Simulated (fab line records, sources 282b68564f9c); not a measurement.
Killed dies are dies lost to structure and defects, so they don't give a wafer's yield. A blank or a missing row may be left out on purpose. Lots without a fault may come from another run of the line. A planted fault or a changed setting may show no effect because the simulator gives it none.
Split-lot experiment | flow rit_cmos | 5 lots, 23 wafers read, on a route of 202 steps

THE SPLIT
At RIT_GATE_OXIDATION_05 (target thk 3 nm, ox time 270 s), the setting temp_c was moved away from the recipe's 900 C on 20 of the 23 wafers read, by -1.3% to +0.8%. The other wafers ran this setting at the recipe's value.

FROM THE SPLIT TO THE READING: what the file shows between them, 1 step
- RIT_GATE_ANNEAL_06: time 600 s

THE READING
GATE_OXIDE_THK, in nm, at RIT_GATE_THK_MEAS_07. Fault-free wafers of this fab line usually give 3.00 nm, standard deviation 0.048 nm.

wafer  | tool, chamber at the split | temp_c as run, C | against the recipe | GATE_OXIDE_THK, nm | against lot-mates on the recipe
L075.1 | -, -                       | 887.9            | -1.3%              | 2.45               | no lot-mate on the recipe
L075.2 | -, -                       | 887.9            | -1.3%              | 2.50               | no lot-mate on the recipe
L075.3 | -, -                       | 887.9            | -1.3%              | 2.49               | no lot-mate on the recipe
L075.5 | -, -                       | 887.9            | -1.3%              | 2.49               | no lot-mate on the recipe
L075.6 | -, -                       | 887.9            | -1.3%              | 2.53               | no lot-mate on the recipe
L076.1 | -, -                       | 907.5            | +0.8%              | 3.29               | no lot-mate on the recipe
L076.2 | -, -                       | 907.5            | +0.8%              | 3.30               | no lot-mate on the recipe
L076.4 | -, -                       | 907.5            | +0.8%              | 3.28               | no lot-mate on the recipe
L076.5 | -, -                       | 907.5            | +0.8%              | 3.36               | no lot-mate on the recipe
L076.6 | -, -                       | 907.5            | +0.8%              | 3.25               | no lot-mate on the recipe
L077.1 | -, -                       | 891.5            | -0.9%              | 2.67               | no lot-mate on the recipe
L077.2 | -, -                       | 891.5            | -0.9%              | 2.66               | no lot-mate on the recipe
L077.4 | -, -                       | 891.5            | -0.9%              | 2.78               | no lot-mate on the recipe
L077.5 | -, -                       | 891.5            | -0.9%              | 2.76               | no lot-mate on the recipe
L077.6 | -, -                       | 891.5            | -0.9%              | 2.73               | no lot-mate on the recipe
L081.1 | -, -                       | 891.5            | -0.9%              | 2.75               | no lot-mate on the recipe
L081.3 | -, -                       | 891.5            | -0.9%              | 2.73               | no lot-mate on the recipe
L081.4 | -, -                       | 891.5            | -0.9%              | 2.72               | no lot-mate on the recipe
L081.5 | -, -                       | 891.5            | -0.9%              | 2.75               | no lot-mate on the recipe
L081.6 | -, -                       | 891.5            | -0.9%              | 2.67               | no lot-mate on the recipe
L082.1 | furnace-01, 0              | 900              | recipe             | 2.91               | -
L082.4 | furnace-01, 0              | 900              | recipe             | 3.00               | -
L082.6 | furnace-01, 0              | 900              | recipe             | 2.97               | -

THE FIT
A straight line over all 23 wafers: GATE_OXIDE_THK changes by +0.343 nm for each +1% of temp_c; r = +0.98; the points scatter about the line by 0.056 nm.
Too few moved wafers have a lot-mate on the recipe to fit a line with each lot's own level taken away.

THE WHOLE CHAIN: every reading that the file lists as answering this split, in the file's order
step                  | what it does                   | reading                                                                           | change (the file's fit)               | r (the file's)
RIT_GATE_OXIDATION_05 | target thk 3 nm, ox time 270 s | SiO2_of_GATE_OXIDATION_05.thk_nm (the simulator's own value, which no gauge read) | +0.334 nm for each +1% of the setting | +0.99
RIT_GATE_THK_MEAS_07  |                                | GATE_OXIDE_THK                                                                    | +0.341 for each +1% of the setting    | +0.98

THE FILE'S OWN FIT
GATE_OXIDE_THK changes by +0.341 nm for each +1% of temp_c, r = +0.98.
